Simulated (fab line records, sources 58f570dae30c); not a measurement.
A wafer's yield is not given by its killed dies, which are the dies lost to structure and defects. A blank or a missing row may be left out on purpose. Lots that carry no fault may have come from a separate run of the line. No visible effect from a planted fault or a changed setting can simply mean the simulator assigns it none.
Matching of chambers    flow berkeley_cmos170    4 sister chambers for UCB170_V2_CMP_02 on cmp-01
The step polishes SiO2. 7 wafers are shown with their chamber, then 7 later ones without.

== WAFERS PAIRED WITH THEIR CHAMBERS ==
wafer   chamber  motor_current_A (A)  head_pressure_psi (psi)
L705.3  2        13.9                 6.009
L716.1  3        15.6                 6.011
L716.4  1        13.9                 6.002
L717.1  1        13.3                 5.973
L717.6  0        18.1                 6.009
L720.2  0        17.8                 6.011
L720.3  3        16.4                 6.005

== WAFERS WHOSE CHAMBER IS MISSING ==
wafer   motor_current_A (A)  head_pressure_psi (psi)
L720.6  13.3                 6.010
L727.2  12.4                 5.982
L727.5  16.4                 6.003
L727.6  18.9                 5.991
L728.1  13.7                 5.994
L728.2  16.5                 5.996
L728.6  17.1                 6.018

== CHAMBER TAKEN BY EACH ==
wafer   from the rows above      in truth
L720.6  can't be placed: 2 or 1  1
L727.2  can't be placed: 1 or 2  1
L727.5  3                        3
L727.6  0                        0
L728.1  can't be placed: 1 or 2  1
L728.2  3                        3
L728.6  can't be placed: 0 or 3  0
3 of 7 placed correctly. Cannot be placed on the basis of these rows: 4; the candidates contain the true chamber in 4. Wrongly placed: 0.
How it was worked out, from the rows above alone: a wafer's distance from a chamber is the root of the sum, over the readings, of the square of ((its reading less the chamber's mean) divided by the reading's scatter). If the next closest chamber is less than 2 further off than the closest, the wafer can't be placed; otherwise it belongs to the closest. A chamber's mean is the mean of its shown wafers. The scatter: take each reading less its chamber's mean, square it, sum over the shown wafers, divide by the number of wafers less the number of chambers, and take the root.
